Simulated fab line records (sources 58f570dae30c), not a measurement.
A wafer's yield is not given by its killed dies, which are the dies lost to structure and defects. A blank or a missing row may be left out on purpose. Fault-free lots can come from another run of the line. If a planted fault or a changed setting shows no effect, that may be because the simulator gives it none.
Code-filled problem report in 8D (eight disciplines) form :: flow berkeley-cmos170 :: the parts of the form that need people (team, actions taken, sign-off) are left out

== 1. THE PROBLEM ==
UCB170_M3_ETCH_17, rf-fwd-power-W: mean 570.0 W over 1 wafer from 1 lot; wafers with no fault: 494.1 W, standard deviation 2.5. That puts it +30 standard deviations away from the usual mean.
The step: etches BARC in N2/H2.
First observed at day 10 09:02: wafer L385.5, on rie-diel-04. The record holds 39 wafers of 13 lots with a number at this step. The rule behind "out" and "out of limits": a value lying over 4 standard deviations away from the usual mean. All remaining wafers that have a number are taken as sound.

== 2. WHAT IT IS, AND WHAT IT ISN'T ==
question: which readings at this step
is: rf-fwd-power-W
is not: drypump-motor-current-A, n2-flow-sccm, throttle-valve-pct

question: which lots
is: L385
is not: L372, L373, L374, L375, L378, L379, L381, L382, L383, L384, L386, L394

question: which wafers of those lots
is: L385.5
is not: L385.3, L385.6

question: read on which tools
is: rie-diel-04
is not: rie-diel-01, rie-diel-02

question: when
is: from day 10 09:02
is not: up to then (32 sound wafers); but 6 sound wafers of L386, L394 came after

== 3. THE SUSPECTS, EACH WITH WHAT RULES IT OUT ==
Counting: any tool at a process step up to the reading remains a suspect provided it ran every lot that is out. Sound lots after the first of them don't rule it out here, since some wafers of a struck lot are sound.
- rie-metal-03 at UCB170_M2_METAL_ETCH_18 (etches Al in Cl2/BCl3, stops on SiO2, target depth 1170 nm, time 195 s): kept. It ran the lot that is out, L385 (day 10 04:10); its last sound lot up to then is L378 (day 8 20:05).
- rie-diel-04 at UCB170_M3_ETCH_17 (etches BARC in N2/H2): kept. It ran the lot that is out, L385 (day 10 09:02); its last sound lot up to then is L384 (day 9 17:37). Out on those wafers are its own readings of rf-fwd-power-W.
- The sound lot-mates ran in chamber 3 of rie-diel-04 at UCB170_M3_ETCH_17, but the wafers that are out ran in chamber 0.
After counting, rie-metal-03 at UCB170_M2_METAL_ETCH_18 and rie-diel-04 at UCB170_M3_ETCH_17 remain.

== 4. THE CAUSE (what the simulator had put in) ==
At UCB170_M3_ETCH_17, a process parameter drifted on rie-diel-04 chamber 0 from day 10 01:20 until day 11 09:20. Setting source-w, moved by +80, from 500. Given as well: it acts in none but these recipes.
2 suspects survive the count, and this tool is in that group.

== 5. THE EFFECT CHAIN, in route order ==
Each row: a reading where the mean over the struck wafers with a number is more than 3 standard deviations away from the usual. Only readings whose record carries a usual standard deviation are examined. hours: median over the lots of the time between each lot's start at the first step of this table that gives one and its start at this step. sigmas: the change, counted in usual standard deviations.
hours: 0
step: UCB170_M3_ETCH_17
reading: rf-fwd-power-W
usual: 494.1 W
on struck wafers: 570.0
change: +75.9
sigmas: +30
The process steps in it:
- UCB170_M3_ETCH_17: etches BARC in N2/H2.

== 6. WHAT WOULD HAVE CAUGHT IT SOONER ==
First out-of-limits reading in this record: day 10 09:02, which is 8 hours after fault onset at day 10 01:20.
